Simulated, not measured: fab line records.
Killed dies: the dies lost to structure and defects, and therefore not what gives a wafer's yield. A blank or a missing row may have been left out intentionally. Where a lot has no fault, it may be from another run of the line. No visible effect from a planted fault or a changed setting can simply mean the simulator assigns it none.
Which of the tools did it?	flow berkeley cmos170	14 lots, 42 wafers sampled, at 5 steps of a route of 331

## WHAT EACH GAUGE READ, for each wafer
UCB170_NVT_OVL_MEAS_06.
lot	measured	on	NVT_OVL (nm)
L971	day 5 19:57	overlay-01	-1 -6 -9
L973	day 6 10:11	overlay-01	6 2 9
L972	day 6 10:17	overlay-02	1 -5 4
L975	day 6 19:00	overlay-01	-2 -10 -6
L974	day 6 19:10	overlay-01	-1 -8 1
L977	day 7 09:42	overlay-01	0 2 -5
L976	day 7 09:59	overlay-01	2 -3 -8
L978	day 7 09:59	overlay-02	0 -8 -6
L980	day 7 16:41	overlay-02	-3 1 1
L981	day 7 16:50	overlay-01	-3 -2 -1
L984	day 8 08:49	overlay-02	-1 -3 3
L986	day 8 21:11	overlay-02	9 8 4
L991	day 9 14:13	overlay-02	3 -5 -7
L992	day 9 22:26	overlay-01	1 0 -1

UCB170_SPACER_THK_MEAS_01.
lot	measured	on	SPACER_TEOS_THK (nm)
L971	day 6 16:14	film metro-03	376 387 383
L973	day 7 06:31	film metro-03	381 381 382
L972	day 7 09:06	film metro-01	371 369 375
L975	day 7 14:50	film metro-03	371 378 375
L974	day 7 15:11	film metro-02	377 381 382
L977	day 8 09:05	film metro-03	371 368 380
L976	day 8 09:23	film metro-03	380 380 383
L978	day 8 09:12	film metro-03	372 376 375
L980	day 8 15:01	film metro-01	372 373 379
L981	day 8 16:02	film metro-03	373 375 380
L984	day 9 02:35	film metro-03	366 376 377
L986	day 9 18:11	film metro-03	376 380 376
L991	day 10 11:17	film metro-01	372 381 382
L992	day 10 16:45	film metro-02	380 374 371

UCB170_PSD_TW_MEAS_10.
lot	measured	on	PSD_TW
L971	day 6 21:48	film metro-04	2310 2307 2303
L973	day 7 11:18	film metro-01	2325 2341 2354
L972	day 7 14:03	film metro-04	2312 2313 2321
L975	day 7 21:37	film metro-02	2331 2321 2334
L974	day 7 22:29	film metro-01	2349 2355 2348
L977	day 8 14:27	film metro-02	2337 2328 2358
L976	day 8 14:44	film metro-04	2310 2300 2293
L978	day 8 14:47	film metro-02	2341 2345 2329
L980	day 8 20:56	film metro-04	2286 2302 2297
L981	day 8 20:23	film metro-01	2334 2339 2336
L984	day 9 08:44	film metro-04	2298 2290 2303
L986	day 10 01:35	film metro-04	2308 2305 2303
L991	day 10 16:47	film metro-04	2309 2304 2305
L992	day 10 22:50	film metro-01	2339 2330 2337

UCB170_SDANNEAL_RS_MEAS_05: uses a four-point probe to measure.
lot	measured	on	NLDD_RS (ohm/sq)
L971	day 7 00:55	film metro-04	617.5 617.7 618.3
L973	day 7 14:19	film metro-02	616.3 617.9 617.0
L972	day 7 17:20	film metro-04	617.6 617.8 618.5
L975	day 8 00:37	film metro-02	617.1 619.4 615.6
L974	day 8 01:35	film metro-01	643.6 642.2 644.5
L977	day 8 18:12	film metro-01	617.0 618.0 617.2
L976	day 8 20:58	film metro-02	615.7 615.9 618.0
L978	day 8 21:25	film metro-01	614.0 613.5 614.2
L980	day 9 01:30	film metro-01	641.2 641.7 642.5
L981	day 9 00:34	film metro-01	615.2 617.4 616.9
L984	day 9 12:44	film metro-04	617.6 618.2 617.3
L986	day 10 07:46	film metro-01	615.0 615.4 612.0
L991	day 10 21:40	film metro-02	617.1 615.9 614.7
L992	day 11 03:07	film metro-04	619.8 621.2 621.5

## TOOL THAT RAN EACH LOT (tool first, then ch and the chambers of the sampled wafers, then the start)
lot	UCB170_NLDD_IMPLANT_08
L971	implanter-04 ch 0, day 6 15:28
L973	implanter-04 ch 0, day 7 04:43
L972	implanter-03 ch 0, day 7 08:24
L975	implanter-03 ch 0, day 7 14:10
L974	implanter-03 ch 0, day 7 14:29
L977	implanter-04 ch 0, day 8 08:24
L976	implanter-04 ch 0, day 8 08:42
L978	implanter-02 ch 0, day 8 08:31
L980	implanter-03 ch 0, day 8 14:20
L981	implanter-04 ch 0, day 8 15:23
L984	implanter-02 ch 0, day 9 01:53
L986	implanter-04 ch 0, day 9 17:31
L991	implanter-04 ch 0, day 10 10:35
L992	implanter-02 ch 0, day 10 15:17
- UCB170_NLDD_IMPLANT_08

## WHAT THE TOOLS THEMSELVES READ (means of the sampled wafers that have a number; where no wafer has one, the mark that the record gives instead)
UCB170_NLDD_IMPLANT_08.
lot	tool	dose ions cm2	faraday current uA
L971	implanter-04	5.000e+13	155
L973	implanter-04	4.994e+13	163
L972	implanter-03	5.000e+13	159
L975	implanter-03	4.996e+13	162
L974	implanter-03	4.435e+13	142
L977	implanter-04	4.992e+13	157
L976	implanter-04	5.003e+13	158
L978	implanter-02	4.999e+13	159
L980	implanter-03	4.426e+13	143
L981	implanter-04	4.997e+13	158
L984	implanter-02	4.998e+13	157
L986	implanter-04	4.996e+13	160
L991	implanter-04	4.997e+13	159
L992	implanter-02	4.996e+13	159

## THE ANSWER, worked out from the rows above alone
Rule: the usual values come from the lots themselves. The widest of any qualifying gaps counts: lots, ordered by their means at a reading, are off when they make up no more than a third of the lots, leave a main group of 4 or more, and stand apart from it by 3 or more times the standard deviation of that group's means. Not used: any main group whose means are identical at the precision the tables above print for the reading. Also off: a lot with no number at a reading for which 4 or more lots have one. The other lots that the step has rows for count as sound. After the gauges, taken in route order, come the tools' own readings; for these a lot's mean is taken, as printed above. At the first step where some lot is off, the reading lying furthest off is the one used; lots without a number count as furthest.
Off: at UCB170_SDANNEAL_RS_MEAS_05 (NLDD_RS), L974, L980. The main group: mean 616.9 ohm/sq, standard deviation 1.7.
A tool fits if, at a process step before that reading, it ran every lot that is off, and no sound lot after the first of them. The gauges at UCB170_SDANNEAL_RS_MEAS_05 aren't tried: what is off there is off at UCB170_NLDD_IMPLANT_08 too, on other tools, and a gauge's error can't cause that. One candidate fits, namely implanter-03 at UCB170_NLDD_IMPLANT_08. Its last sound lot is L975 (day 7 14:10), its first lot that is off L974 (day 7 14:29): a fault that began between those two fits.
The tool's own readings at UCB170_NLDD_IMPLANT_08 bear it out: on the lots that are off they differ by more than 5 times the standard deviation of the sound lots' means. dose ions cm2 reads 4.430e+13 there against 4.997e+13 on the sound lots; faraday current uA reads 142 there against 159 on the sound lots.

## WHAT WAS PUT IN BY THE SIMULATOR
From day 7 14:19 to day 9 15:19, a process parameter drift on implanter-03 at UCB170_NLDD_IMPLANT_08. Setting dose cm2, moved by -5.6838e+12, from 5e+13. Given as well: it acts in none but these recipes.
Lots struck among those shown: L974, L980. The rule above found the same.
